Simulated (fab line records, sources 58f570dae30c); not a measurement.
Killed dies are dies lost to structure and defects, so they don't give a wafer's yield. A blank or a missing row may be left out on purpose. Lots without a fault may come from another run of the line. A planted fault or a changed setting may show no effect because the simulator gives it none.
Tool commonality check | flow berkeley_cmos170 | 14 lots, 42 wafers sampled

WHY IT WAS OPENED
At UCB170_PWELL_TW_MEAS_17 the reading PWELL_TW is flagged on 2 of 14 lots. Wafers without a fault read 383, standard deviation 3.8.
Rule: a lot is flagged when every wafer of it that has a number lies more than 4 standard deviations from that mean, or none has a number. The other lots count as sound.

lot  | measured    | on            | PWELL_TW, wafer by wafer | flag
L584 | day 4 00:14 | film_metro-03 | 318 316 317              | FLAGGED
L585 | day 4 06:02 | film_metro-04 | 327 326 326              | FLAGGED
L589 | day 5 16:48 | film_metro-02 | 380 379 380              |
L592 | day 5 20:08 | film_metro-02 | 379 380 377              |
L591 | day 5 20:53 | film_metro-03 | 381 381 382              |
L594 | day 6 08:44 | film_metro-04 | 388 387 387              |
L593 | day 6 09:01 | film_metro-03 | 381 381 380              |
L595 | day 6 09:25 | film_metro-02 | 379 378 381              |
L597 | day 6 15:05 | film_metro-02 | 379 376 379              |
L599 | day 6 22:08 | film_metro-04 | 386 388 388              |
L601 | day 7 06:14 | film_metro-02 | 380 378 381              |
L600 | day 7 06:29 | film_metro-02 | 379 381 379              |
L603 | day 7 16:52 | film_metro-04 | 387 385 387              |
L602 | day 7 18:37 | film_metro-04 | 386 387 387              |
The numbers of the flagged lots are 322 on average: -61 against the usual, or -16 standard deviations.

WHICH TOOL RAN EACH LOT
The record holds 1 process step before the reading, out of a route of 331 steps. In each cell: the tool, then ch and the chambers that the sampled wafers went through, then the start.
lot  | flag    | UCB170_PWELL_IMPLANT_15
L584 | FLAGGED | implanter-04 ch 0, day 3 23:59
L585 | FLAGGED | implanter-04 ch 0, day 4 05:47
L589 |         | implanter-01 ch 0, day 5 16:34
L592 |         | implanter-02 ch 0, day 5 19:55
L591 |         | implanter-01 ch 0, day 5 20:38
L594 |         | implanter-02 ch 0, day 6 08:29
L593 |         | implanter-01 ch 0, day 6 08:47
L595 |         | implanter-02 ch 0, day 6 09:10
L597 |         | implanter-01 ch 0, day 6 14:52
L599 |         | implanter-02 ch 0, day 6 21:53
L601 |         | implanter-02 ch 0, day 7 06:01
L600 |         | implanter-04 ch 0, day 7 06:15
L603 |         | implanter-04 ch 0, day 7 16:37
L602 |         | implanter-02 ch 0, day 7 18:22
What these steps do:
- UCB170_PWELL_IMPLANT_15
- UCB170_PWELL_TW_MEAS_17

FLAGGED OVER TOTAL, TOOL BY TOOL (the gauges that took the reading come last)
step                    | tool          | lots run | flagged | share of the flagged lots | sound lots run after its first flagged lot
UCB170_PWELL_IMPLANT_15 | implanter-01  | 4        | 0       | none                      | -
UCB170_PWELL_IMPLANT_15 | implanter-02  | 6        | 0       | none                      | -
UCB170_PWELL_IMPLANT_15 | implanter-04  | 4        | 2       | all                       | 2 (L600,L603)
UCB170_PWELL_TW_MEAS_17 | film_metro-02 | 6        | 0       | none                      | -
UCB170_PWELL_TW_MEAS_17 | film_metro-03 | 3        | 1       | some                      | 2 (L591,L593)
UCB170_PWELL_TW_MEAS_17 | film_metro-04 | 5        | 1       | some                      | 4 (L594,L599,L603,L602)

WHAT THE TABLE ALLOWS
1 row of the table ran every flagged lot: implanter-04 at UCB170_PWELL_IMPLANT_15.
- implanter-04 at UCB170_PWELL_IMPLANT_15: 2 of its 4 lots flagged. Sound lots ran on it after the first flagged one (L600, L603), which a lasting fault on the whole tool wouldn't allow. Its own readings lie more than 4 standard deviations out on every wafer of the flagged lots: dose_ions_cm2, faraday_current_uA.
No row of the table ran every flagged lot and no sound lot after the first.

WHAT THE SIMULATOR HAD PUT IN
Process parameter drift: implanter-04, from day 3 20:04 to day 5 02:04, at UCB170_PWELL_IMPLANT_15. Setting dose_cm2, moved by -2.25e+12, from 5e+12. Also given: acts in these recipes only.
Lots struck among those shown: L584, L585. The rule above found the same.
